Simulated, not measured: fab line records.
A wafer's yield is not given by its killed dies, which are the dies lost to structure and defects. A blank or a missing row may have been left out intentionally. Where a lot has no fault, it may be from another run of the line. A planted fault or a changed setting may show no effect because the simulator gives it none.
What tool caused it? -- flow ritCmos -- 13 lots, 39 wafers sampled, at 2 steps of a route of 202

WHAT THE GAUGES SHOWED, per wafer
RIT_CONTACT_CD_MEAS_08: target cd 1000 nm.
lot,measured,on,cdNm (nm)
L794,day 3 02:56,cdSem-01,998.0 999.9 997.8
L795,day 3 09:08,cdSem-01,1002.5 1002.4 1001.8
L796,day 3 14:08,cdSem-01,999.3 1000.2 1000.3
L797,day 3 19:55,cdSem-01,1002.0 1002.2 1002.7
L798,day 4 00:00,cdSem-02,958.5 958.4 956.2
L799,day 4 04:03,cdSem-01,965.0 964.4 966.0
L800,day 4 08:49,cdSem-01,1001.7 999.3 1003.3
L801,day 4 14:55,cdSem-02,998.8 994.2 997.4
L806,day 5 15:29,cdSem-02,1002.1 1001.6 1001.5
L810,day 6 11:53,cdSem-01,996.6 996.6 996.6
L812,day 6 21:37,cdSem-02,996.9 996.3 998.1
L814,day 7 08:14,cdSem-01,999.8 1000.5 998.0
L815,day 7 12:14,cdSem-01,1000.3 1000.2 1000.4

EACH LOT AND THE TOOL THAT RAN IT (in order: tool; ch and the chambers of the sampled wafers; start)
lot,RIT_CONTACT_EXPOSE_05
L794,"ilineStepper-01 ch 0, day 3 02:26"
L795,"ilineStepper-01 ch 0, day 3 08:37"
L796,"ilineStepper-01 ch 0, day 3 13:38"
L797,"ilineStepper-01 ch 0, day 3 19:24"
L798,"ilineStepper-01 ch 0, day 3 23:27"
L799,"ilineStepper-01 ch 0, day 4 03:32"
L800,"ilineStepper-02 ch 0, day 4 08:17"
L801,"ilineStepper-02 ch 0, day 4 14:23"
L806,"ilineStepper-02 ch 0, day 5 14:58"
L810,"ilineStepper-02 ch 0, day 6 11:22"
L812,"ilineStepper-02 ch 0, day 6 21:07"
L814,"ilineStepper-02 ch 0, day 7 07:43"
L815,"ilineStepper-02 ch 0, day 7 11:43"
- RIT_CONTACT_EXPOSE_05: exposes mask M11, target cd 1000 nm.

WHAT THE TOOLS THEMSELVES READ (means of the sampled wafers that have a number; where no wafer has one, the mark that the record gives instead)
RIT_CONTACT_EXPOSE_05.
lot,tool,exposureDoseMJCm2
L794,ilineStepper-01,249.7
L795,ilineStepper-01,250.2
L796,ilineStepper-01,250.0
L797,ilineStepper-01,249.9
L798,ilineStepper-01,213.4
L799,ilineStepper-01,220.9
L800,ilineStepper-02,250.9
L801,ilineStepper-02,250.8
L806,ilineStepper-02,250.5
L810,ilineStepper-02,250.5
L812,ilineStepper-02,250.6
L814,ilineStepper-02,250.6
L815,ilineStepper-02,250.5

THE ANSWER, worked out from the rows above alone
Rule: the usual values come from the lots themselves. Put in order of their means at a reading, lots are off if they are a third of the lots or fewer, leave a main group of 4 or more, and stand apart from it by a gap of 3 or more times the standard deviation of the main group's means; of several such gaps the widest counts. If all means in a main group match to the digits the tables above print for the reading, that group is not used. Also off: a lot with no number at a reading for which 4 or more lots have one. The other lots that the step has rows for count as sound. Order of review: gauges by route order, followed by the tools' own readings, for which a lot's mean as printed above is used. At the first step where some lot is off, the reading lying furthest off is the one used; lots without a number count as furthest.
Off: L798, L799, at RIT_CONTACT_CD_MEAS_08 (cdNm). Main group: mean 999.7 nm, sd 2.1.
A tool fits if, at a process step before that reading, it ran every lot that is off, and no sound lot after the first of them. The gauges at RIT_CONTACT_CD_MEAS_08 aren't tried: what is off there is off at RIT_CONTACT_EXPOSE_05 too, on other tools, and a gauge's error can't cause that. One fits: RIT_CONTACT_EXPOSE_05 on ilineStepper-01. Its last sound lot is L797 (day 3 19:24), its first lot that is off L798 (day 3 23:27): a fault that began between those two fits.
The tool's own readings at RIT_CONTACT_EXPOSE_05 bear it out: on the lots that are off they differ by more than 5 times the standard deviation of the sound lots' means. exposureDoseMJCm2 reads 217.2 there against 250.4 on the sound lots.

WHAT THE SIMULATOR PUT IN
Process parameter drift: ilineStepper-01, from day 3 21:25 on, at RIT_CONTACT_EXPOSE_05. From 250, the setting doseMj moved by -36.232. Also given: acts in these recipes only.
Shown lots that were struck: L798, L799. The rule above found the same.
